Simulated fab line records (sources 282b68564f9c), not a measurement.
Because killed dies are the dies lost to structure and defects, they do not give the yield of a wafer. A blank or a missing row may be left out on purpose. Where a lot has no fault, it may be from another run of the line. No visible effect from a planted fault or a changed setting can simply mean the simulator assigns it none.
Check of tool commonality    flow ritCmos    Lots sampled 14, wafers sampled 42

## THE REASON FOR OPENING IT
At RIT_ACTIVE_CD_MEAS_11 the reading cdNm is flagged on 2 of 14 lots. Fault-free wafers read 1399.6 nm, with a standard deviation of 2.5.
Rule: flag the lot when none of its wafers has a number, or when each of its wafers that has one lies beyond 4 standard deviations from that mean. The rest of the lots are taken to be sound.

lot   measured     on        cdNm (nm), wafer by wafer  flag
L774  day 1 20:41  cdSem-02  1402.0 1400.3 1403.1       
L775  day 2 01:16  cdSem-02  1401.1 1402.4 1400.3       
L776  day 2 07:20  cdSem-02  1397.9 1399.7 1399.3       
L777  day 2 10:45  cdSem-02  1400.2 1399.0 1398.9       
L778  day 2 19:16  cdSem-02  1403.0 1406.3 1403.2       
L781  day 3 06:26  cdSem-02  1394.5 1395.6 1392.8       
L782  day 3 13:00  cdSem-02  1394.5 1392.7 1395.0       
L784  day 3 23:08  cdSem-01  1398.5 1400.4 1400.8       
L785  day 4 02:38  cdSem-02  1398.7 1399.8 1398.9       
L788  day 4 21:07  cdSem-02  1355.0 1356.0 1356.1       FLAGGED
L790  day 5 04:27  cdSem-02  1356.6 1358.2 1358.3       FLAGGED
L792  day 5 16:08  cdSem-01  1400.1 1399.7 1399.9       
L793  day 5 19:11  cdSem-01  1397.8 1398.3 1400.4       
L796  day 6 10:30  cdSem-01  1400.0 1399.8 1400.0       
The mean of the flagged lots' numbers is 1356.7 nm, -42.9 nm from the usual (-17 standard deviations).

## EACH LOT AND THE TOOL IT RAN ON
The record holds 1 process step before the reading, out of a route of 202 steps. In each cell: the tool, then ch and the chambers that the sampled wafers went through, then the start.
lot   flag     RIT_ACTIVE_DEVELOP_10
L774           lithoTrack-04 ch 0, day 1 20:00
L775           lithoTrack-02 ch 0, day 2 01:00
L776           lithoTrack-03 ch 0, day 2 07:00
L777           lithoTrack-02 ch 0, day 2 10:00
L778           lithoTrack-04 ch 0, day 2 19:00
L781           lithoTrack-04 ch 0, day 3 06:00
L782           lithoTrack-02 ch 0, day 3 12:00
L784           lithoTrack-02 ch 0, day 3 22:00
L785           lithoTrack-03 ch 0, day 4 02:00
L788  FLAGGED  lithoTrack-04 ch 0, day 4 20:00
L790  FLAGGED  lithoTrack-04 ch 0, day 5 04:00
L792           lithoTrack-02 ch 0, day 5 15:00
L793           lithoTrack-03 ch 0, day 5 19:00
L796           lithoTrack-02 ch 0, day 6 10:00
What these steps do:
- RIT_ACTIVE_DEVELOP_10: develop time 50 s.
- RIT_ACTIVE_CD_MEAS_11: target cd 1400 nm.

## FLAGGED AGAINST TOTAL, ONE TOOL AT A TIME (gauges that did the reading follow at the end)
step                   tool           lots run  flagged  share of the flagged lots  sound lots run after its first flagged lot
RIT_ACTIVE_DEVELOP_10  lithoTrack-02  6         0        none                       -
RIT_ACTIVE_DEVELOP_10  lithoTrack-03  3         0        none                       -
RIT_ACTIVE_DEVELOP_10  lithoTrack-04  5         2        all                        0
RIT_ACTIVE_CD_MEAS_11  cdSem-01       4         0        none                       -
RIT_ACTIVE_CD_MEAS_11  cdSem-02       10        2        all                        0

## THE TABLE: WHAT IT ALLOWS
2 rows of the table ran every flagged lot: lithoTrack-04 at RIT_ACTIVE_DEVELOP_10, cdSem-02 at RIT_ACTIVE_CD_MEAS_11.
- lithoTrack-04 at RIT_ACTIVE_DEVELOP_10 ran 5 lots, 2 of them flagged. A fault beginning between L781 (day 3 06:00), its last sound lot, and L788 (day 4 20:00), its first flagged one, fits the data.
- cdSem-02 at RIT_ACTIVE_CD_MEAS_11 ran 10 lots, 2 of them flagged. A fault beginning between L785 (day 4 02:38), its last sound lot, and L788 (day 4 21:07), its first flagged one, fits the data.
These 2 tools cannot be told apart by counting lots, since each of them fits a fault that started at some hour. More lots, or a look at what each step does to the wafer, might.

## WHAT THE SIMULATOR HAD INSERTED
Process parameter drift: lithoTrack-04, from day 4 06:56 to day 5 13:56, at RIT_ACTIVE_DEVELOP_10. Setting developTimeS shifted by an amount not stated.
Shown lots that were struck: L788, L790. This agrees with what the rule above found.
